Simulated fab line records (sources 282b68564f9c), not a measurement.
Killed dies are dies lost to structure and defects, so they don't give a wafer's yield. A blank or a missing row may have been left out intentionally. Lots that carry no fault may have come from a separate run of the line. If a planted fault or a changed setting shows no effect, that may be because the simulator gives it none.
Lot-split experiment -- flow rit_cmos -- 23 wafers read from 5 lots, route of 202 steps

ABOUT THE SPLIT
At RIT_FOX2_OXIDATION_00 (target thk 350.7 nm, ox time 1130 s), the setting temp_c was moved away from the recipe's 1100 C on 15 of the 23 wafers read, by -1.5% to +2.6%. For the rest of the wafers, this setting stayed at what the recipe calls for.

FROM THE SPLIT TO THE READING: what the file shows between them, 12 steps
- RIT_FOX2_THK_MEAS_01
- RIT_FOX2_CLEAN_02: cleans in dHF, time 180 s
- RIT_FOX2_WET_ETCH_03: etches Si3N4 in H3PO4, target depth 195 nm, time 2700 s
- RIT_FOX2_THK_MEAS_90
- RIT_NWELL_SOFTBAKE_02: time 60 s (also split here: temp_c)
- RIT_NWELL_DEVELOP_05: develop time 68 s (also split here: develop_time_s)
- RIT_PRETRO_SOFTBAKE_02: time 60 s (also split here: temp_c)
- RIT_GATE_WET_ETCH_00: etches SiO2 in BOE, target depth 56 nm, time 60 s (also split here: time_s)
- RIT_GATE_CLEAN_01: cleans in SC1, time 600 s
- RIT_GATE_CLEAN_02: cleans in dHF, time 30 s
- RIT_GATE_CLEAN_03: cleans in SC2, time 600 s
- RIT_GATE_CLEAN_04: cleans in dHF, time 60 s

THE READING
FIELD_OXIDE_LEFT_2_THK (nm), taken at RIT_FOX2_THK_MEAS_91. On this fab line, fault-free wafers typically give 255 nm with a standard deviation of 4.7 nm.

wafer,"tool, chamber at the split","temp_c as run, C",against the recipe,"FIELD_OXIDE_LEFT_2_THK, nm",against lot-mates on the recipe
L074.1,"-, -",1084,-1.5%,231,no lot-mate on the recipe
L074.2,"-, -",1084,-1.5%,233,no lot-mate on the recipe
L074.3,"-, -",1084,-1.5%,241,no lot-mate on the recipe
L074.4,"-, -",1084,-1.5%,236,no lot-mate on the recipe
L074.6,"-, -",1084,-1.5%,233,no lot-mate on the recipe
L075.1,"-, -",1100,recipe,259,-
L075.2,"-, -",1100,recipe,261,-
L075.3,"-, -",1100,recipe,252,-
L075.5,"-, -",1100,recipe,260,-
L075.6,"-, -",1100,recipe,254,-
L077.1,"-, -",1111,+1.0%,275,no lot-mate on the recipe
L077.2,"-, -",1111,+1.0%,282,no lot-mate on the recipe
L077.3,"-, -",1111,+1.0%,277,no lot-mate on the recipe
L077.5,"-, -",1111,+1.0%,276,no lot-mate on the recipe
L077.6,"-, -",1111,+1.0%,280,no lot-mate on the recipe
L081.1,"-, -",1129,+2.6%,302,no lot-mate on the recipe
L081.2,"-, -",1129,+2.6%,291,no lot-mate on the recipe
L081.4,"-, -",1129,+2.6%,298,no lot-mate on the recipe
L081.5,"-, -",1129,+2.6%,305,no lot-mate on the recipe
L081.6,"-, -",1129,+2.6%,297,no lot-mate on the recipe
L084.4,"furnace-01, 0",1100,recipe,252,-
L084.5,"furnace-01, 0",1100,recipe,255,-
L084.6,"furnace-01, 0",1100,recipe,249,-

THE FIT
A straight line over all 23 wafers: FIELD_OXIDE_LEFT_2_THK changes by +16.1 nm for each +1% of temp_c; r = +0.98; the points scatter about the line by 4.8 nm.
Too few moved wafers have a lot-mate on the recipe to fit a line with each lot's own level taken away.

THE WHOLE CHAIN: every reading that the file lists as answering this split, in the file's order
step,what it does,reading,change (the file's fit),r (the file's)
RIT_FOX2_OXIDATION_00,"target thk 350.7 nm, ox time 1130 s","SiO2_of_FOX2_OXIDATION_00.thk_nm (the simulator's own value, which no gauge read)",+15.6 nm for each +1% of the setting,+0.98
RIT_FOX2_THK_MEAS_01,,FOX2_OXIDE_THK,+15.6 for each +1% of the setting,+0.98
RIT_FOX2_THK_MEAS_90,,FIELD_OXIDE_LEFT_1_THK,+15.7 for each +1% of the setting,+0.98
RIT_FOX2_THK_MEAS_91,,FIELD_OXIDE_LEFT_2_THK,+16.1 for each +1% of the setting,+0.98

FILE'S OWN FIT
FIELD_OXIDE_LEFT_2_THK changes by +16.1 nm for each +1% of temp_c, r = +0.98.
